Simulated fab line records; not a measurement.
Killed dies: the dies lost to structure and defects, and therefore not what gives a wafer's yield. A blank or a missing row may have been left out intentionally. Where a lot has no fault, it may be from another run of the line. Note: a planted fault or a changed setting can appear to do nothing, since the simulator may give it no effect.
Code-filled problem report in 8D (eight disciplines) form | flow berkeley-cmos170 | the parts of the form that need people (team, actions taken, sign-off) are left out

1. WHAT IS WRONG
PWELL_TW at UCB170_PWELL_TW_MEAS_17 reads a mean of 314.6 on 6 wafers of 2 lots; wafers without a fault read 376.2 with a standard deviation of 1.7. That puts it -36 standard deviations away from the usual mean.
Seen first at day 5 08:08 on film-metro-03, wafer L171.2. Wafers with a number at this step in the record: 42, from 14 lots. Rule for "out", or "out of limits": more than 4 standard deviations from the usual mean. All remaining wafers that have a number are taken as sound.

2. WHAT IT IS, WHAT IT ISN'T
question                    | is                           | is not
which readings at this step | PWELL_TW                     | -
which lots                  | L171, L174                   | L159, L160, L161, L162, L163, L164, L166, L167, L168, L173, L181, L182
which wafers of those lots  | all that have a number       | -
read on which gauges        | film-metro-02, film-metro-03 | film-metro-04
when                        | from day 5 08:08             | up to then (27 sound wafers); but 9 sound wafers of L173, L181, L182 came after

3. THE SUSPECTS, EACH WITH WHAT RULES IT OUT
Counting: a tool at any process step up to the reading remains a suspect when it ran all the lots that are out and ran no sound lot after the first of those.
- the gauge at UCB170_PWELL_TW_MEAS_17 has been ruled out. Those wafers that are out were read across 2 gauges (film-metro-02, film-metro-03).
- implanter-04 at UCB170_PWELL_IMPLANT_15: kept. It ran every lot that is out, first L171 (day 5 07:53), and no sound lot after that; its last sound lot up to then is L167 (day 5 00:25). Its own readings are out on those wafers: dose-ions-cm2, faraday-current-uA.
The count leaves implanter-04 at UCB170_PWELL_IMPLANT_15.

4. THE CAUSE (what the simulator had put in)
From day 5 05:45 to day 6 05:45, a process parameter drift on implanter-04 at UCB170_PWELL_IMPLANT_15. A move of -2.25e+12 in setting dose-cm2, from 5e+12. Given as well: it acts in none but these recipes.
The count eliminated every tool but this one.

5. THE EFFECT CHAIN, in route order
Each row: a reading where the mean over the struck wafers with a number is more than 3 standard deviations away from the usual. Scope: only readings with a usual standard deviation given in the record; hours: median across lots of the time from each lot's start at the first step in this table that gives one to its start at this step; sigmas: change in usual standard deviations.
hours | step                    | reading            | usual | on struck wafers | change | sigmas
0     | UCB170_PWELL_IMPLANT_15 | dose-ions-cm2      | 5e+12 | 3e+12            | -2e+12 | -99 or more
0     | UCB170_PWELL_IMPLANT_15 | faraday-current-uA | 15.9  | 8.7              | -7.2   | -22
0     | UCB170_PWELL_TW_MEAS_17 | PWELL_TW           | 376.2 | 314.6            | -61.6  | -36
Here are the process steps it includes:
- UCB170_PWELL_IMPLANT_15

6. WHAT WOULD HAVE CAUGHT IT SOONER
In this record the first reading out of limits at a measuring or inspecting step was taken at day 5 08:08, 2 hours after the fault began at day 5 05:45.
Tool's own readings at UCB170_PWELL_IMPLANT_15, dose-ions-cm2, faraday-current-uA: out on all struck wafers the step has rows for; an alarm limit on them would have tripped on the first.
Among the 2 lots that are out, L174 began UCB170_PWELL_IMPLANT_15 on implanter-04 after day 5 08:08. A tool hold placed at that time would have kept it from harm.
